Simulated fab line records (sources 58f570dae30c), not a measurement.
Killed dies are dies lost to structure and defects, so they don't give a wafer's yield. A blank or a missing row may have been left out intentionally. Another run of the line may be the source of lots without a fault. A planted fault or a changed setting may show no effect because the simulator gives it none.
fab line records + flow berkeleyCmos170
record:
- lots: 6
- wafers: 18
- lastDay: 10
route steps=331 shown M2@277 V2@292
lots that met no fault: taken from a fault-free run of the same line
startH: hours from the record's first day to the start of the lot's first wafer shown + waitH: time in hours since the lot's previous step + " repeats the value in the row above + L1.1+2: a row that stands for several wafers + - no value, or no start was given + * or withheld: withheld + < > ~ a bound
route shown NAME@n: names a module that has steps shown in the file, with the first one's number in the route + usual: mean/standard deviation of fault-free wafers + same: alike in all rows + chamber/n: place in a boat + sites: per-site readings + _std_site: their standard deviation + _edge_site: mean of outer sites minus mean of inner sites + radiusMm: for every site, how far away it sits from the centre of the wafer + mask NAME#n: copy n + behind: the last tool/chamber to shape the wafer + hold: what put the lot on hold/how long, in hours/how the hold closed + device: which transistor (n, p or np) failed to switch + end of line: the route-end tests of the same wafers + step lacking rows: just its recipe + killed: at the first sort, the dies lost to defects and structure; wafer yield is something else + map: dies across one wafer; x = killed, . = not, _ = none there
set.NAME: the run value of the setting; set.NAME@STEP: its run value at that earlier step + model.NAME: the simulator's own value behind a step, which no gauge read
lots seen at some steps along the route; tables by step, rows by wafer
services: from which hour (startH, from the record's first day; less than 0 if before it) a tool's chamber was out of use, for how many hours, and why
== steps ==
step: UCB170_M2_SOFTBAKE_06
recipe:
- resist: KrF
- tempC: 130
- timeS: 60
step: UCB170_M2_STRIP_07
recipe:
- chemistry: O2
- powerW: 400
- pressureMtorr: 3500
- platenTempC: withheld
- o2FlowSccm: 400
- overashFraction: 0.5
usual:
- drypumpMotorCurrentA: 5.97/0.26
- oesProductAu: 0.735/0.0045
- stripTimeToEndpointS: 21.96/0.057
| lot.wafer | tool           | chamber | startH | waitH | drypumpMotorCurrentA | oesProductAu | rfHoursCounterH | stripTimeToEndpointS |
|-----------|----------------|---------|--------|-------|----------------------|--------------|-----------------|----------------------|
| L430.1    | plasmaAsher-03 | 0       | 167.24 | 0.1   | 5.62                 | 0.735        | 6               | 21.92                |
| L430.2    | "              | 1       | "      | "     | 6.09                 | 0.745        | 6               | 21.98                |
| L430.3    | "              | 0       | "      | "     | 5.61                 | 0.732        | -               | 21.92                |
| L431.2    | plasmaAsher-04 | 0       | 172.23 | 0.1   | 6.04                 | 0.732        | 39              | 22.02                |
| L431.4    | "              | 1       | "      | "     | 6.22                 | 0.729        | -               | 21.94                |
| L431.6    | "              | 0       | "      | "     | 6.01                 | 0.730        | -               | 22.05                |
| L435.1    | plasmaAsher-04 | 0       | 198.69 | 0.1   | 5.99                 | 0.741        | 42              | 22.02                |
| L435.3    | "              | 0       | "      | "     | 5.98                 | 0.733        | -               | 21.99                |
| L435.6    | "              | 1       | "      | "     | 6.30                 | 0.742        | -               | 21.98                |
| L438.4    | plasmaAsher-02 | 0       | 216.26 | 0.1   | 6.21                 | 0.734        | -               | 21.92                |
| L438.5    | "              | 1       | "      | "     | 5.60                 | 0.735        | -               | 21.96                |
| L438.6    | "              | 0       | "      | "     | 6.20                 | 0.735        | -               | 21.92                |
| L440.2    | plasmaAsher-03 | 1       | 216.47 | 0.1   | 6.10                 | 0.736        | 12              | 21.91                |
| L440.3    | "              | 0       | "      | "     | 5.70                 | 0.729        | -               | 21.96                |
| L440.4    | "              | 1       | "      | "     | 6.10                 | 0.735        | -               | 21.94                |
| L443.1    | plasmaAsher-03 | 0       | 239.29 | 0.1   | 5.66                 | 0.738        | 15              | 22.00                |
| L443.3    | "              | 0       | "      | "     | 5.63                 | 0.742        | -               | 21.94                |
| L443.6    | "              | 1       | "      | "     | 6.05                 | 0.729        | -               | 22.02                |
step: UCB170_M2_STRIP_08
recipe:
- chemistry: DMSO
- tempC: 80
- timeS: 600
- material: KrF
step: UCB170_M2_COAT_09
recipe:
- resist: BARC
- tempC: withheld
- timeS: withheld
- spinRpm: 3000
- resistThkNm: withheld
step: UCB170_M2_COAT_10
recipe:
- resist: KrF
- spinRpm: 1500
- resistThkNm: 900
step: UCB170_M2_SOFTBAKE_11
recipe:
- resist: KrF
- tempC: 130
- timeS: 60
step: UCB170_M2_EXPOSE_12
recipe:
- maskId: METAL2
- targetCdNm: 700
- na: 0.5
- sigmaOuter: 0.6
- sourceShape: conventional
- doseMj: 26
step: UCB170_M2_PEB_13
recipe:
- pebTempC: 130
- pebTimeS: withheld
- resist: KrF
step: UCB170_M2_DEVELOP_14
recipe:
- developer: TMAH
- developTimeS: 45
- resist: KrF
- devTempC: 21
step: UCB170_M2_CD_MEAS_15
recipe:
- targetCdNm: 700
usual:
- cdNm: 700.2/1.2
| lot.wafer | tool     | chamber | startH | waitH | cdNm  |
|-----------|----------|---------|--------|-------|-------|
| L430.1    | cdSem-01 | -       | 168.42 | -     | 698.8 |
| L430.2    | "        | -       | "      | "     | 699.6 |
| L430.3    | "        | -       | "      | "     | 699.3 |
| L431.2    | cdSem-02 | -       | 175.02 | -     | 698.6 |
| L431.4    | "        | -       | "      | "     | 700.9 |
| L431.6    | "        | -       | "      | "     | 698.3 |
| L435.1    | cdSem-02 | -       | 200.10 | -     | 701.6 |
| L435.3    | "        | -       | "      | "     | 702.2 |
| L435.6    | "        | -       | "      | "     | 702.1 |
| L438.4    | cdSem-02 | -       | 217.95 | -     | 697.2 |
| L438.5    | "        | -       | "      | "     | 699.1 |
| L438.6    | "        | -       | "      | "     | 697.4 |
| L440.2    | cdSem-01 | -       | 218.43 | -     | 701.3 |
| L440.3    | "        | -       | "      | "     | 700.3 |
| L440.4    | "        | -       | "      | "     | 700.3 |
| L443.1    | cdSem-02 | -       | 240.53 | -     | 700.5 |
| L443.3    | "        | -       | "      | "     | 700.7 |
| L443.6    | "        | -       | "      | "     | 699.5 |
step: UCB170_M2_OVL_MEAS_16
usual:
- M2_OVL: -2/5.8
| lot.wafer | tool       | chamber | startH | waitH | M2_OVL[nm] |
|-----------|------------|---------|--------|-------|------------|
| L430.1    | overlay-01 | -       | 168.54 | 0.1   | 4          |
| L430.2    | "          | -       | "      | "     | 3          |
| L430.3    | "          | -       | "      | "     | 0          |
| L431.2    | overlay-02 | -       | 175.13 | 0.1   | -10        |
| L431.4    | "          | -       | "      | "     | -9         |
| L431.6    | "          | -       | "      | "     | -4         |
| L435.1    | overlay-01 | -       | 200.22 | 0.1   | -3         |
| L435.3    | "          | -       | "      | "     | -4         |
| L435.6    | "          | -       | "      | "     | -4         |
| L438.4    | overlay-01 | -       | 218.03 | 0.1   | -6         |
| L438.5    | "          | -       | "      | "     | -4         |
| L438.6    | "          | -       | "      | "     | -11        |
| L440.2    | overlay-02 | -       | 218.53 | 0.1   | 3          |
| L440.3    | "          | -       | "      | "     | -1         |
| L440.4    | "          | -       | "      | "     | 1          |
| L443.1    | overlay-01 | -       | 240.65 | 0.1   | 0          |
| L443.3    | "          | -       | "      | "     | -5         |
| L443.6    | "          | -       | "      | "     | -5         |
step: UCB170_M2_ETCH_17
recipe:
- chemistry: N2/H2
- targetDepthA: withheld
- overetchA: withheld
- target: BARC
- timeS: withheld
- sourceW: 500
- biasW: 100
- pressureMtorr: 30
- n2FlowSccm: 100
- h2FlowSccm: 200
usual:
- drypumpMotorCurrentA: 5.8/0.42
- oesProductAu: 1.003/0.012
- throttleValvePct: 13.20/0.14
| lot.wafer | tool       | chamber | startH | waitH | drypumpMotorCurrentA | oesProductAu | throttleValvePct |
|-----------|------------|---------|--------|-------|----------------------|--------------|------------------|
| L430.1    | rieDiel-01 | 0       | 168.57 | 0.0   | 5.7                  | 1.001        | 13.16            |
| L430.2    | "          | 3       | "      | "     | 5.5                  | 1.017        | 13.10            |
| L430.3    | "          | 2       | "      | "     | 5.9                  | 1.013        | 13.32            |
| L431.2    | rieDiel-04 | 3       | 175.16 | 0.0   | 5.9                  | 1.002        | 13.45            |
| L431.4    | "          | 2       | "      | "     | 6.6                  | 0.981        | 13.22            |
| L431.6    | "          | 3       | "      | "     | 5.9                  | 0.995        | 13.43            |
| L435.1    | rieDiel-04 | 0       | 200.25 | 0.0   | 6.5                  | 0.985        | 13.18            |
| L435.3    | "          | 3       | "      | "     | 5.9                  | 1.007        | 13.44            |
| L435.6    | "          | 3       | "      | "     | 5.9                  | 1.006        | 13.44            |
| L438.4    | rieDiel-02 | 0       | 218.05 | 0.0   | 5.4                  | 1.008        | 13.13            |
| L438.5    | "          | 3       | "      | "     | 5.7                  | 1.009        | 13.37            |
| L438.6    | "          | 2       | "      | "     | 5.1                  | 1.013        | 13.24            |
| L440.2    | rieDiel-04 | 3       | 218.56 | 0.0   | 5.9                  | 1.009        | 13.46            |
| L440.3    | "          | 0       | "      | "     | 6.5                  | 0.986        | 13.20            |
| L440.4    | "          | 2       | "      | "     | 6.6                  | 0.982        | 13.22            |
| L443.1    | rieDiel-01 | 0       | 240.69 | 0.0   | 5.7                  | 1.001        | 13.18            |
| L443.3    | "          | 3       | "      | "     | 5.5                  | 1.018        | 13.10            |
| L443.6    | "          | 2       | "      | "     | 5.9                  | 1.018        | 13.31            |
step: UCB170_M2_METAL_ETCH_18
recipe:
- chemistry: Cl2/BCl3
- target: Al
- stopOn: SiO2
- pressureMtorr: 12
- targetDepthA: 11700
- overEtchFrac: 0.3
- timeS: 195
- icpW: 600
- biasW: 120
- Cl2_flow_sccm: 90
- bcl3FlowSccm: 45
usual:
- drypumpMotorCurrentA: 6.24/0.26
- oesProductAu: 0.848/0.016
- throttleValvePct: 24.35/0.28
same:
- overEtchFrac: 0.3
- timeS: 195
| lot.wafer | tool        | chamber | startH | waitH | drypumpMotorCurrentA | oesProductAu | rfHoursCounterH | throttleValvePct | model.KrF_of_M2_COAT_10.thkNm | model.SiO2_of_V1_CVD_00.thkNm | model.M2.cdNm |
|-----------|-------------|---------|--------|-------|----------------------|--------------|-----------------|------------------|-------------------------------|-------------------------------|---------------|
| L430.1    | rieMetal-03 | 1       | 168.62 | -     | 6.51                 | 0.848        | 7.2             | 24.70            | 191.9                         | 937.2                         | 699.2         |
| L430.2    | "           | 0       | "      | "     | 6.40                 | 0.833        | 3.1             | 24.23            | 204.9                         | 938.3                         | 698.5         |
| L430.3    | "           | 1       | "      | "     | 6.51                 | 0.854        | -               | 24.68            | 196.8                         | 935.9                         | 699.6         |
| L431.2    | rieMetal-02 | 0       | 175.20 | -     | 5.93                 | 0.871        | 5.7             | 24.02            | 183.1                         | 937.1                         | 692.3         |
| L431.4    | "           | 1       | "      | "     | 6.37                 | 0.841        | -               | 24.15            | 216.7                         | 939.8                         | 701.2         |
| L431.6    | "           | 0       | "      | "     | 5.94                 | 0.868        | -               | 24.00            | 178                           | 937.4                         | 692.6         |
| L435.1    | rieMetal-02 | 0       | 200.30 | -     | 5.98                 | 0.867        | 6.3             | 24.01            | 351                           | 949.1                         | 715.8         |
| L435.3    | "           | 0       | "      | "     | 5.93                 | 0.870        | -               | 24.01            | 351                           | 947.7                         | 714.7         |
| L435.6    | "           | 1       | "      | "     | 6.34                 | 0.866        | -               | 24.14            | 232.2                         | 939                           | 710.5         |
| L438.4    | rieMetal-02 | 0       | 218.15 | -     | 5.94                 | 0.873        | -               | 24.00            | 348.6                         | 949.7                         | 702.7         |
| L438.5    | "           | 0       | "      | "     | 5.93                 | 0.862        | -               | 24.02            | 353.1                         | 951.3                         | 707           |
| L438.6    | "           | 1       | "      | "     | 6.35                 | 0.864        | -               | 24.14            | 227.1                         | 939.4                         | 699.3         |
| L440.2    | rieMetal-01 | 0       | 218.60 | -     | 5.78                 | 0.823        | 11.6            | 24.77            | 194.1                         | 938.4                         | 703.9         |
| L440.3    | "           | 1       | "      | "     | 6.39                 | 0.835        | -               | 24.30            | 192.9                         | 936.2                         | 701.2         |
| L440.4    | "           | 0       | "      | "     | 5.79                 | 0.827        | -               | 24.76            | 194.1                         | 937.9                         | 697.4         |
| L443.1    | rieMetal-03 | 0       | 240.73 | -     | 6.39                 | 0.826        | 4.9             | 24.23            | 211.2                         | 938.9                         | 698.6         |
| L443.3    | "           | 0       | "      | "     | 6.39                 | 0.829        | -               | 24.23            | 206.6                         | 937.3                         | 700.4         |
| L443.6    | "           | 0       | "      | "     | 6.36                 | 0.827        | -               | 24.24            | 203.9                         | 937.3                         | 695.7         |
step: UCB170_M2_STRIP_19
recipe:
- chemistry: O2
- powerW: 400
- pressureMtorr: 3500
- platenTempC: withheld
- o2FlowSccm: 400
- overashFraction: 0.5
usual:
- drypumpMotorCurrentA: 5.98/0.25
- oesProductAu: 0.533/0.016
| lot.wafer | tool           | chamber | startH | waitH | drypumpMotorCurrentA | oesProductAu | rfHoursCounterH |
|-----------|----------------|---------|--------|-------|----------------------|--------------|-----------------|
| L430.1    | plasmaAsher-04 | 1       | 168.80 | 0.1   | 6.25                 | 0.517        | 38              |
| L430.2    | "              | 0       | "      | "     | 6.03                 | 0.536        | 38              |
| L430.3    | "              | 1       | "      | "     | 6.25                 | 0.535        | -               |
| L431.2    | plasmaAsher-04 | 0       | 175.39 | 0.1   | 6.03                 | 0.512        | 39              |
| L431.4    | "              | 0       | "      | "     | 6.03                 | 0.549        | -               |
| L431.6    | "              | 1       | "      | "     | 6.26                 | 0.504        | -               |
| L435.1    | plasmaAsher-03 | 0       | 200.48 | 0.1   | 5.65                 | 0.677        | 10              |
| L435.3    | "              | 1       | "      | "     | 6.09                 | 0.685        | -               |
| L435.6    | "              | 0       | "      | "     | 5.65                 | 0.565        | -               |
| L438.4    | plasmaAsher-03 | 1       | 218.31 | 0.1   | 6.10                 | 0.678        | -               |
| L438.5    | "              | 0       | "      | "     | 5.62                 | 0.696        | -               |
| L438.6    | "              | 1       | "      | "     | 6.07                 | 0.552        | -               |
| L440.2    | plasmaAsher-03 | 0       | 218.79 | 0.1   | 5.72                 | 0.527        | 12              |
| L440.3    | "              | 0       | "      | "     | 5.66                 | 0.526        | -               |
| L440.4    | "              | 1       | "      | "     | 6.06                 | 0.526        | -               |
| L443.1    | plasmaAsher-02 | 1       | 240.92 | 0.1   | 5.61                 | 0.544        | 53              |
| L443.3    | "              | 1       | "      | "     | 5.59                 | 0.540        | -               |
| L443.6    | "              | 1       | "      | "     | 5.60                 | 0.528        | -               |
step: UCB170_M2_CD_MEAS_90
recipe:
- targetCdNm: 700
usual:
- cdNm: 700/3.6
| lot.wafer | tool     | chamber | startH | waitH | cdNm |
|-----------|----------|---------|--------|-------|------|
| L430.1    | cdSem-01 | -       | 168.90 | 0.1   | 699  |
| L430.2    | "        | -       | "      | "     | 699  |
| L430.3    | "        | -       | "      | "     | 700  |
| L431.2    | cdSem-02 | -       | 175.51 | 0.1   | 692  |
| L431.4    | "        | -       | "      | "     | 701  |
| L431.6    | "        | -       | "      | "     | 693  |
| L435.1    | cdSem-01 | -       | 200.58 | 0.1   | 716  |
| L435.3    | "        | -       | "      | "     | 715  |
| L435.6    | "        | -       | "      | "     | 711  |
| L438.4    | cdSem-02 | -       | 218.44 | 0.1   | 703  |
| L438.5    | "        | -       | "      | "     | 707  |
| L438.6    | "        | -       | "      | "     | 700  |
| L440.2    | cdSem-02 | -       | 218.91 | 0.1   | 704  |
| L440.3    | "        | -       | "      | "     | 701  |
| L440.4    | "        | -       | "      | "     | 697  |
| L443.1    | cdSem-02 | -       | 241.02 | 0.1   | 698  |
| L443.3    | "        | -       | "      | "     | 700  |
| L443.6    | "        | -       | "      | "     | 696  |
step: UCB170_V2_CVD_00
recipe:
- material: SiO2
- targetThkNm: 2000
- tempC: 390
- precursor: TEOS/O2
- timeS: 250
- rfW: 550
- pressureMtorr: 9000
usual:
- heaterPowerW: 250/53
same:
- timeS: 250
| lot.wafer | tool     | chamber | startH | waitH | heaterPowerW |
|-----------|----------|---------|--------|-------|--------------|
| L430.1    | pecvd-02 | 1       | 169.02 | 0.1   | 256          |
| L430.2    | "        | 2       | "      | "     | 322          |
| L430.3    | "        | 0       | "      | "     | 276          |
| L431.2    | pecvd-04 | 1       | 175.61 | 0.1   | 204          |
| L431.4    | "        | 2       | "      | "     | 279          |
| L431.6    | "        | 1       | "      | "     | 250          |
| L435.3    | pecvd-02 | 0       | 200.70 | 0.1   | 307          |
| L435.6    | "        | 0       | "      | "     | 223          |
| L438.4    | pecvd-02 | 1       | 218.57 | 0.1   | 212          |
| L438.5    | "        | 0       | "      | "     | 301          |
| L438.6    | "        | 2       | "      | "     | 242          |
| L440.2    | pecvd-04 | 2       | 219.01 | 0.1   | 362          |
| L440.3    | "        | 1       | "      | "     | 179          |
| L440.4    | "        | 1       | "      | "     | 239          |
| L443.1    | pecvd-03 | 2       | 241.14 | 0.1   | 176          |
| L443.3    | "        | 0       | "      | "     | 260          |
| L443.6    | "        | 0       | "      | "     | 314          |
== services ==
| tool           | chamber | startH | hours | kind          |
|----------------|---------|--------|-------|---------------|
| rieDiel-01     | 3       | 144.14 | -     | clean         |
| rieDiel-01     | 3       | 144.14 | 18.0  | scheduledDown |
| rieDiel-01     | 3       | 144.14 | 18.0  | ventCycle     |
| pecvd-04       | 0       | 148.71 | 10.4  | repair        |
| rieDiel-04     | 0       | 149.40 | -     | clean         |
| rieDiel-04     | 0       | 149.40 | 25.9  | scheduledDown |
| rieDiel-04     | 0       | 149.40 | 25.9  | ventCycle     |
| rieDiel-01     | 1       | 168.05 | -     | clean         |
| rieDiel-01     | 1       | 168.05 | 20.3  | scheduledDown |
| rieDiel-01     | 1       | 168.05 | 20.3  | ventCycle     |
| pecvd-04       | 0       | 183.34 | 2.0   | repair        |
| pecvd-04       | -       | 191.72 | 0.5   | repair        |
| rieMetal-03    | -       | 193.47 | 1.2   | repair        |
| rieDiel-01     | -       | 194.32 | 0.5   | repair        |
| rieDiel-01     | 3       | 201.18 | 4.9   | repair        |
| plasmaAsher-02 | -       | 207.21 | 2.6   | repair        |
| pecvd-03       | -       | 221.05 | 2.9   | repair        |
| rieDiel-04     | -       | 234.86 | 0.8   | repair        |
| pecvd-02       | -       | 236.46 | 4.9   | repair        |
== key ==
firstSign:
- step: UCB170_M2_STRIP_19
- reading: oesProductAu
- direction: up
- sigmas: 9.5
- usual: 0.533
- struck: 0.684
effect:
- step: UCB170_M2_CD_MEAS_90
- reading: cdNm
- direction: up
- sigmas: 2.9
- usual: 700
- struck: 710
modelEffect:
- step: UCB170_M2_METAL_ETCH_18
- value: KrF_of_M2_COAT_10.thkNm
- without: 192.4
- struck: 350.9
metAt UCB170_M2_METAL_ETCH_18
struckWafers L435.1,L435.3,L438.4,L438.5
laterRowsLeftOut L435.1
sortLeftOut L435.1,L435.3,L438.4,L438.5
onsetBetween 175.20 200.30
fault:
- kind: processParameterDrift
- tool: rieMetal-02
- chamber: 0
- onsetH: 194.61
- steps: UCB170_M2_METAL_ETCH_18
- channel: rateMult
- offset: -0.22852
- shape: step
- endH: 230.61
sortLeftOut: the simulated sort isn't trusted on such a fault, so these wafers' sort isn't shown, and their yield isn't known
laterRowsLeftOut: the simulator's readings of these wafers behind a module that went badly wrong aren't trusted and aren't shown, but for the sort
